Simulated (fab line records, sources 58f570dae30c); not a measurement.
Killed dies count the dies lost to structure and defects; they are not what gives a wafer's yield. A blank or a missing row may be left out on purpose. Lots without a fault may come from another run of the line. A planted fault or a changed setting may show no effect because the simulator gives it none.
fab line records + flow berkeley-cmos170
[record]
- lots = 13
- wafers = 39
- last-day = 11
route steps=331 shown PFIELD@85 GATE@138 NSD@195 M1@247
lots with no fault: from the same line, run without faults
start-h: start of the lot's first displayed wafer, in hours after the record's first day + wait-h: hours elapsed since this lot's preceding step + " identical to the entry in the row above + L1.1+2: one row covering several wafers at once + - no value, or no start given + * or withheld: withheld + < > ~ a bound
route shown NAME@n: names a module that has steps shown in the file, with the first one's number in the route + usual: mean/standard deviation of fault-free wafers + same: alike in all rows + chamber/n: place in a boat + sites: the reading at each site + _std_site: the standard deviation of these + _edge_site: the outer-site mean with the inner-site mean subtracted + radius-mm: for every site, how far away it sits from the centre of the wafer + mask NAME#n: copy n + behind: the last tool/chamber to shape the wafer + hold: why the lot went on hold/how many hours it stayed there/how the hold came to an end + device: whichever transistor did not switch (one of n, p or np) + end of line: the same wafers' tests at the end of the route + for a step that has no rows: nothing shown but its recipe + killed: the dies lost at the first sort to structure and to defects; this is not the yield of the wafer + map: per-die view of a wafer (x killed, . not killed, _ where there is no die)
set.NAME: the setting as run; set.NAME@STEP: as run at that earlier step + model.NAME: the simulator's own value behind a step, which no gauge read
the route's steps for a sample of lots (tables are steps, rows are wafers)
services: from which hour (start-h, from the record's first day; less than 0 if before it) a tool's chamber was out of use, for how many hours, and why
[[steps]]
[step UCB170_PFIELD_OVL_MEAS_06]
[usual]
- PFIELD_OVL = 2/5.8
| lot.wafer | tool       | chamber | start-h | wait-h | PFIELD_OVL[nm] |
|-----------|------------|---------|---------|--------|----------------|
| L112.1    | overlay-01 | -       | 75.85   | -      | -3             |
| L112.2    | "          | -       | "       | "      | -1             |
| L112.6    | "          | -       | "       | "      | 0              |
| L111.3    | overlay-02 | -       | 75.91   | -      | 2              |
| L111.5    | "          | -       | "       | "      | -5             |
| L111.6    | "          | -       | "       | "      | -6             |
| L113.2    | overlay-02 | -       | 81.65   | -      | 5              |
| L113.5    | "          | -       | "       | "      | 2              |
| L113.6    | "          | -       | "       | "      | 2              |
| L114.1    | overlay-01 | -       | 91.53   | -      | 1              |
| L114.3    | "          | -       | "       | "      | 1              |
| L114.6    | "          | -       | "       | "      | -2             |
| L117.4    | overlay-01 | -       | 105.17  | -      | 6              |
| L117.5    | "          | -       | "       | "      | 6              |
| L117.6    | "          | -       | "       | "      | 8              |
| L119.3    | overlay-02 | -       | 124.67  | -      | 8              |
| L119.4    | "          | -       | "       | "      | 6              |
| L119.5    | "          | -       | "       | "      | 5              |
| L120.2    | overlay-01 | -       | 125.33  | -      | 2              |
| L120.4    | "          | -       | "       | "      | 2              |
| L120.5    | "          | -       | "       | "      | 6              |
| L123.1    | overlay-01 | -       | 136.35  | -      | 1              |
| L123.3    | "          | -       | "       | "      | 2              |
| L123.5    | "          | -       | "       | "      | -1             |
| L126.3    | overlay-01 | -       | 158.88  | -      | 3              |
| L126.5    | "          | -       | "       | "      | 0              |
| L126.6    | "          | -       | "       | "      | 0              |
| L127.2    | overlay-01 | -       | 159.15  | -      | 8              |
| L127.4    | "          | -       | "       | "      | 7              |
| L127.6    | "          | -       | "       | "      | 12             |
| L128.2    | overlay-02 | -       | 166.88  | -      | -1             |
| L128.3    | "          | -       | "       | "      | 0              |
| L128.4    | "          | -       | "       | "      | 4              |
| L131.1    | overlay-02 | -       | 176.28  | -      | -8             |
| L131.5    | "          | -       | "       | "      | -3             |
| L131.6    | "          | -       | "       | "      | -5             |
| L130.1    | overlay-01 | -       | 176.60  | -      | 4              |
| L130.3    | "          | -       | "       | "      | 6              |
| L130.4    | "          | -       | "       | "      | 14             |
[step UCB170_GATE_CD_MEAS_12]
[recipe]
- target-cd-nm = 350
[usual]
- cd-nm = 350.3/1.4
| lot.wafer | tool      | chamber | start-h | wait-h | cd-nm |
|-----------|-----------|---------|---------|--------|-------|
| L111.3    | cd-sem-02 | -       | 115.94  | -      | 352.5 |
| L111.5    | "         | -       | "       | "      | 352.7 |
| L111.6    | "         | -       | "       | "      | 352.4 |
| L112.1    | cd-sem-01 | -       | 116.03  | -      | 348.9 |
| L112.2    | "         | -       | "       | "      | 348.6 |
| L112.6    | "         | -       | "       | "      | 348.0 |
| L113.2    | cd-sem-01 | -       | 126.31  | -      | 350.8 |
| L113.5    | "         | -       | "       | "      | 350.3 |
| L113.6    | "         | -       | "       | "      | 351.0 |
| L114.1    | cd-sem-02 | -       | 133.00  | -      | 352.1 |
| L114.3    | "         | -       | "       | "      | 352.7 |
| L114.6    | "         | -       | "       | "      | 351.6 |
| L117.4    | cd-sem-01 | -       | 149.66  | -      | 350.0 |
| L117.5    | "         | -       | "       | "      | 350.1 |
| L117.6    | "         | -       | "       | "      | 349.3 |
| L120.2    | cd-sem-01 | -       | 166.06  | -      | 351.3 |
| L120.4    | "         | -       | "       | "      | 350.1 |
| L120.5    | "         | -       | "       | "      | 349.4 |
| L119.3    | cd-sem-02 | -       | 166.63  | -      | 350.9 |
| L119.4    | "         | -       | "       | "      | 349.6 |
| L119.5    | "         | -       | "       | "      | 350.2 |
| L123.1    | cd-sem-02 | -       | 180.76  | -      | 351.2 |
| L123.3    | "         | -       | "       | "      | 351.5 |
| L123.5    | "         | -       | "       | "      | 350.9 |
| L126.3    | cd-sem-01 | -       | 197.88  | -      | 350.9 |
| L126.5    | "         | -       | "       | "      | 351.7 |
| L126.6    | "         | -       | "       | "      | 349.9 |
| L127.2    | cd-sem-02 | -       | 198.08  | -      | 351.7 |
| L127.4    | "         | -       | "       | "      | 351.0 |
| L127.6    | "         | -       | "       | "      | 351.6 |
| L128.2    | cd-sem-02 | -       | 206.96  | -      | 349.0 |
| L128.3    | "         | -       | "       | "      | 349.7 |
| L128.4    | "         | -       | "       | "      | 349.2 |
| L130.1    | cd-sem-02 | -       | 214.12  | -      | 351.5 |
| L130.3    | "         | -       | "       | "      | 351.5 |
| L130.4    | "         | -       | "       | "      | 349.7 |
| L131.1    | cd-sem-01 | -       | 214.60  | -      | 353.5 |
| L131.5    | "         | -       | "       | "      | 351.9 |
| L131.6    | "         | -       | "       | "      | 352.7 |
[step UCB170_NSD_IMPLANT_08]
[recipe]
- species = P
- dose-cm2 = 3e+15
- energy-kev = 40
- tilt-deg = 7
[usual]
- beam-energy-keV = 40.004/0.013
| lot.wafer | tool         | chamber | start-h | wait-h | beam-energy-keV |
|-----------|--------------|---------|---------|--------|-----------------|
| L112.1    | implanter-01 | 0       | 130.87  | 0.0    | 39.998          |
| L112.2    | "            | 0       | "       | "      | 39.994          |
| L112.6    | "            | 0       | "       | "      | 40.012          |
| L111.3    | implanter-02 | 0       | 131.04  | 0.1    | 40.026          |
| L111.5    | "            | 0       | "       | "      | 40.000          |
| L111.6    | "            | 0       | "       | "      | 39.993          |
| L113.2    | implanter-02 | 0       | 136.94  | 0.0    | 39.998          |
| L113.5    | "            | 0       | "       | "      | 40.003          |
| L113.6    | "            | 0       | "       | "      | 39.996          |
| L114.1    | implanter-03 | 0       | 148.61  | 0.0    | 40.003          |
| L114.3    | "            | 0       | "       | "      | 40.002          |
| L114.6    | "            | 0       | "       | "      | 40.002          |
| L117.4    | implanter-01 | 0       | 164.03  | 0.1    | 40.017          |
| L117.5    | "            | 0       | "       | "      | 40.028          |
| L117.6    | "            | 0       | "       | "      | 40.030          |
| L120.2    | implanter-03 | 0       | 177.13  | 0.0    | 40.003          |
| L120.4    | "            | 0       | "       | "      | 40.002          |
| L120.5    | "            | 0       | "       | "      | 40.002          |
| L119.3    | implanter-02 | 0       | 177.59  | 0.1    | 37.350          |
| L119.4    | "            | 0       | "       | "      | 37.344          |
| L119.5    | "            | 0       | "       | "      | 37.344          |
| L123.1    | implanter-02 | 0       | 194.24  | 0.0    | 37.356          |
| L123.3    | "            | 0       | "       | "      | 37.377          |
| L123.5    | "            | 0       | "       | "      | 37.377          |
| L126.3    | implanter-03 | 0       | 212.36  | 0.1    | 39.999          |
| L126.5    | "            | 0       | "       | "      | 39.989          |
| L126.6    | "            | 0       | "       | "      | 40.005          |
| L127.2    | implanter-01 | 0       | 212.61  | 0.0    | 40.003          |
| L127.4    | "            | 0       | "       | "      | 40.005          |
| L127.6    | "            | 0       | "       | "      | 40.034          |
| L128.2    | implanter-01 | 0       | 217.58  | 0.0    | 40.019          |
| L128.3    | "            | 0       | "       | "      | 40.029          |
| L128.4    | "            | 0       | "       | "      | 40.024          |
| L130.1    | implanter-03 | 0       | 230.65  | 0.0    | 40.012          |
| L130.3    | "            | 0       | "       | "      | 40.006          |
| L130.4    | "            | 0       | "       | "      | 39.990          |
| L131.1    | implanter-03 | 0       | 231.01  | 0.0    | 40.020          |
| L131.5    | "            | 0       | "       | "      | 40.000          |
| L131.6    | "            | 0       | "       | "      | 40.021          |
[step UCB170_NSD_STRIP_09]
[recipe]
- chemistry = O2
- power-w = 400
- pressure-mtorr = 3500
- platen-temp-c = withheld
- o2-flow-sccm = 400
- overash-fraction = 0.544
[usual]
- drypump-motor-current-A = 5.7/0.45
- oes-product-au = 0.525/0.0044
- strip-time-to-endpoint-s = 35.82/0.077
| lot.wafer | tool            | chamber | start-h | wait-h | drypump-motor-current-A | oes-product-au | rf-hours-counter-h | strip-time-to-endpoint-s |
|-----------|-----------------|---------|---------|--------|-------------------------|----------------|--------------------|--------------------------|
| L112.1    | plasma-asher-02 | 0       | 131.02  | 0.1    | 5.2                     | 0.524          | 42                 | 35.77                    |
| L112.2    | "               | 1       | "       | "      | 5.9                     | 0.517          | 42                 | 35.72                    |
| L112.6    | "               | 1       | "       | "      | 5.9                     | 0.533          | -                  | 35.85                    |
| L111.3    | plasma-asher-01 | 1       | 131.17  | 0.1    | 5.3                     | 0.531          | -                  | 35.78                    |
| L111.5    | "               | 1       | "       | "      | 5.3                     | 0.523          | -                  | 35.80                    |
| L111.6    | "               | 0       | "       | "      | 6.5                     | 0.523          | -                  | 35.78                    |
| L113.2    | plasma-asher-02 | 1       | 137.07  | 0.1    | 5.9                     | 0.535          | 43                 | 35.90                    |
| L113.5    | "               | 1       | "       | "      | 5.9                     | 0.526          | -                  | 35.82                    |
| L113.6    | "               | 0       | "       | "      | 5.2                     | 0.523          | -                  | 35.83                    |
| L114.1    | plasma-asher-03 | 0       | 148.76  | 0.1    | 5.4                     | 0.526          | 36                 | 35.89                    |
| L114.3    | "               | 0       | "       | "      | 5.4                     | 0.524          | -                  | 35.91                    |
| L114.6    | "               | 0       | "       | "      | 5.4                     | 0.531          | -                  | 35.87                    |
| L117.4    | plasma-asher-02 | 0       | 164.14  | 0.1    | 5.2                     | 0.521          | -                  | 35.77                    |
| L117.5    | "               | 1       | "       | "      | 5.9                     | 0.526          | -                  | 35.79                    |
| L117.6    | "               | 0       | "       | "      | 5.2                     | 0.524          | -                  | 35.77                    |
| L120.2    | plasma-asher-02 | 0       | 177.25  | 0.1    | 5.2                     | 0.522          | 47                 | 35.86                    |
| L120.4    | "               | 0       | "       | "      | 5.3                     | 0.529          | -                  | 35.89                    |
| L120.5    | "               | 1       | "       | "      | 5.9                     | 0.528          | -                  | 35.87                    |
| L119.3    | plasma-asher-02 | 0       | 177.72  | 0.1    | 5.3                     | 0.530          | -                  | 34.87                    |
| L119.4    | "               | 1       | "       | "      | 5.8                     | 0.535          | -                  | 34.77                    |
| L119.5    | "               | 1       | "       | "      | 5.8                     | 0.531          | -                  | 34.72                    |
| L123.1    | plasma-asher-02 | 1       | 194.39  | 0.1    | 5.9                     | 0.531          | 49                 | 34.81                    |
| L123.3    | "               | 1       | "       | "      | 5.9                     | 0.532          | -                  | 34.78                    |
| L123.5    | "               | 0       | "       | "      | 5.2                     | 0.530          | -                  | 34.83                    |
| L126.3    | plasma-asher-01 | 0       | 212.49  | 0.1    | 6.5                     | 0.527          | -                  | 35.77                    |
| L126.5    | "               | 1       | "       | "      | 5.3                     | 0.522          | -                  | 35.86                    |
| L126.6    | "               | 0       | "       | "      | 6.6                     | 0.522          | -                  | 35.83                    |
| L127.2    | plasma-asher-02 | 1       | 212.74  | 0.1    | 5.8                     | 0.523          | 51                 | 35.83                    |
| L127.4    | "               | 0       | "       | "      | 5.2                     | 0.530          | -                  | 35.77                    |
| L127.6    | "               | 1       | "       | "      | 5.8                     | 0.527          | -                  | 35.77                    |
| L128.2    | plasma-asher-02 | 0       | 217.70  | 0.1    | 5.3                     | 0.530          | 52                 | 35.81                    |
| L128.3    | "               | 1       | "       | "      | 5.9                     | 0.533          | -                  | 35.78                    |
| L128.4    | "               | 0       | "       | "      | 5.2                     | 0.524          | -                  | 35.70                    |
| L130.1    | plasma-asher-03 | 1       | 230.80  | 0.1    | 6.2                     | 0.526          | 45                 | 35.76                    |
| L130.3    | "               | 1       | "       | "      | 6.2                     | 0.530          | -                  | 35.80                    |
| L130.4    | "               | 0       | "       | "      | 5.4                     | 0.518          | -                  | 35.83                    |
| L131.1    | plasma-asher-03 | 0       | 231.16  | 0.1    | 5.4                     | 0.528          | 45                 | 35.93                    |
| L131.5    | "               | 1       | "       | "      | 6.2                     | 0.529          | -                  | 35.91                    |
| L131.6    | "               | 0       | "       | "      | 5.4                     | 0.527          | -                  | 35.90                    |
[step UCB170_SDANNEAL_RS_MEAS_03]
[recipe]
- thk-meas-gauge = four-point-probe
[usual]
- NSD_RS = 37.31/0.088
| lot.wafer | tool          | chamber | start-h | wait-h | NSD_RS[ohm/sq] |
|-----------|---------------|---------|---------|--------|----------------|
| L112.1    | film-metro-02 | -       | 132.58  | 0.1    | 37.36          |
| L112.2    | "             | -       | "       | "      | 37.32          |
| L112.6    | "             | -       | "       | "      | 37.33          |
| L111.3    | film-metro-03 | -       | 132.62  | 0.1    | 37.44          |
| L111.5    | "             | -       | "       | "      | 37.30          |
| L111.6    | "             | -       | "       | "      | 37.39          |
| L113.2    | film-metro-04 | -       | 138.87  | 0.1    | 37.25          |
| L113.5    | "             | -       | "       | "      | 37.30          |
| L113.6    | "             | -       | "       | "      | 37.31          |
| L114.1    | film-metro-04 | -       | 153.01  | 0.1    | 37.15          |
| L114.3    | "             | -       | "       | "      | 37.19          |
| L114.6    | "             | -       | "       | "      | 37.23          |
| L117.4    | film-metro-02 | -       | 165.64  | 0.1    | 37.31          |
| L117.5    | "             | -       | "       | "      | 37.34          |
| L117.6    | "             | -       | "       | "      | 37.35          |
| L120.2    | film-metro-02 | -       | 178.79  | 0.1    | 37.31          |
| L120.4    | "             | -       | "       | "      | 37.29          |
| L120.5    | "             | -       | "       | "      | 37.26          |
| L119.3    | film-metro-02 | -       | 181.34  | 0.1    | 38.14          |
| L119.4    | "             | -       | "       | "      | 38.16          |
| L119.5    | "             | -       | "       | "      | 38.20          |
| L123.1    | film-metro-02 | -       | 195.70  | 0.1    | 38.08          |
| L123.3    | "             | -       | "       | "      | 38.19          |
| L123.5    | "             | -       | "       | "      | 38.19          |
| L126.3    | film-metro-04 | -       | 215.58  | 0.1    | 37.18          |
| L126.5    | "             | -       | "       | "      | 37.24          |
| L126.6    | "             | -       | "       | "      | 37.22          |
| L127.2    | film-metro-03 | -       | 215.68  | 0.1    | 37.29          |
| L127.4    | "             | -       | "       | "      | 37.38          |
| L127.6    | "             | -       | "       | "      | 37.39          |
| L128.2    | film-metro-04 | -       | 219.04  | 0.1    | 37.33          |
| L128.3    | "             | -       | "       | "      | 37.29          |
| L128.4    | "             | -       | "       | "      | 37.32          |
| L130.1    | film-metro-04 | -       | 232.96  | 0.1    | 37.36          |
| L130.3    | "             | -       | "       | "      | 37.34          |
| L130.4    | "             | -       | "       | "      | 37.34          |
| L131.1    | film-metro-03 | -       | 233.10  | 0.1    | 37.23          |
| L131.5    | "             | -       | "       | "      | 37.22          |
| L131.6    | "             | -       | "       | "      | 37.19          |
[step UCB170_M1_CD_MEAS_09]
[recipe]
- target-cd-nm = 700
[usual]
- cd-nm = 700.0/1.5
| lot.wafer | tool      | chamber | start-h | wait-h | cd-nm |
|-----------|-----------|---------|---------|--------|-------|
| L112.1    | cd-sem-02 | -       | 141.40  | -      | 700.0 |
| L112.2    | "         | -       | "       | "      | 700.7 |
| L112.6    | "         | -       | "       | "      | 701.9 |
| L111.3    | cd-sem-01 | -       | 141.57  | -      | 700.1 |
| L111.5    | "         | -       | "       | "      | 698.0 |
| L111.6    | "         | -       | "       | "      | 698.5 |
| L113.2    | cd-sem-01 | -       | 145.86  | -      | 702.7 |
| L113.5    | "         | -       | "       | "      | 701.7 |
| L113.6    | "         | -       | "       | "      | 703.2 |
| L114.1    | cd-sem-01 | -       | 161.26  | -      | 703.2 |
| L114.3    | "         | -       | "       | "      | 703.8 |
| L114.6    | "         | -       | "       | "      | 704.3 |
| L117.4    | cd-sem-02 | -       | 172.37  | -      | 699.9 |
| L117.5    | "         | -       | "       | "      | 699.9 |
| L117.6    | "         | -       | "       | "      | 699.9 |
| L120.2    | cd-sem-01 | -       | 189.57  | -      | 700.9 |
| L120.4    | "         | -       | "       | "      | 701.5 |
| L120.5    | "         | -       | "       | "      | 701.2 |
| L119.3    | cd-sem-01 | -       | 192.08  | -      | 698.3 |
| L119.4    | "         | -       | "       | "      | 698.9 |
| L119.5    | "         | -       | "       | "      | 699.8 |
| L123.1    | cd-sem-02 | -       | 204.74  | -      | 700.4 |
| L123.3    | "         | -       | "       | "      | 699.6 |
| L123.5    | "         | -       | "       | "      | 700.8 |
| L126.3    | cd-sem-02 | -       | 222.98  | -      | 700.6 |
| L126.5    | "         | -       | "       | "      | 700.4 |
| L126.6    | "         | -       | "       | "      | 700.9 |
| L127.2    | cd-sem-01 | -       | 224.05  | -      | 698.7 |
| L127.4    | "         | -       | "       | "      | 699.1 |
| L127.6    | "         | -       | "       | "      | 698.0 |
| L128.2    | cd-sem-02 | -       | 226.47  | -      | 699.2 |
| L128.3    | "         | -       | "       | "      | 699.2 |
| L128.4    | "         | -       | "       | "      | 697.8 |
| L131.1    | cd-sem-02 | -       | 243.18  | -      | 701.3 |
| L131.5    | "         | -       | "       | "      | 699.1 |
| L131.6    | "         | -       | "       | "      | 701.2 |
| L130.1    | cd-sem-01 | -       | 243.26  | -      | 698.4 |
| L130.3    | "         | -       | "       | "      | 697.4 |
| L130.4    | "         | -       | "       | "      | 698.6 |
[[services]]
| tool            | chamber | start-h | hours | kind       |
|-----------------|---------|---------|-------|------------|
| plasma-asher-01 | -       | 108.75  | 9.0   | pm         |
| plasma-asher-01 | 0       | 108.75  | 9.0   | vent-cycle |
| plasma-asher-01 | 1       | 108.75  | 9.0   | vent-cycle |
| plasma-asher-01 | 0       | 117.75  | -     | clean      |
| plasma-asher-01 | 1       | 117.75  | -     | clean      |
| implanter-01    | -       | 124.27  | 2.2   | repair     |
| implanter-01    | -       | 131.35  | 0.7   | repair     |
| plasma-asher-01 | -       | 163.42  | 2.4   | repair     |
| implanter-03    | -       | 198.50  | 3.8   | pm         |
| implanter-03    | -       | 215.10  | 4.9   | repair     |
[[key]]
[first-sign]
- step = UCB170_NSD_IMPLANT_08
- reading = beam-energy-keV
- direction = down
- sigmas = 99+
- usual = 40.004
- struck = 37.358
[effect]
- step = UCB170_NSD_STRIP_09
- reading = strip-time-to-endpoint-s
- direction = down
- sigmas = 13
- usual = *
- struck = *
- through = *
[effect]
- step = UCB170_SDANNEAL_RS_MEAS_03
- reading = NSD_RS
- direction = up
- sigmas = 9.7
- usual = 37.31
- struck = 38.16
- through = control-loop
met-at UCB170_NSD_IMPLANT_08
struck-lots L119,L123
tester-left-out L119,L123
[loop-trim]
- step = UCB170_NSD_EXPOSE_03
- setting = dose
- lots = L123
not-acting-at UCB170_PFIELD_OVL_MEAS_06,UCB170_GATE_CD_MEAS_12,UCB170_M1_CD_MEAS_09
onset-between 136.94 177.59
[fault]
- kind = process-parameter-drift
- tool = implanter-02
- chamber = -
- onset-h = 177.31
- steps = UCB170_NSD_IMPLANT_08
- channel = energy-kev
- offset = -2.6324
- shape = step
- end-h = 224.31
- acts-in = these-recipes-only
- stated = 40
// tester-left-out: of these lots the tester's yield and bins aren't shown, on N5 and GAA mostly nor the transistor test; their killed dies are dies lost to structure and defects alone, not to doping, threshold or leakage, so they don't give the yield
// loop-trim: a control loop set the setting to another value than it would have without faults
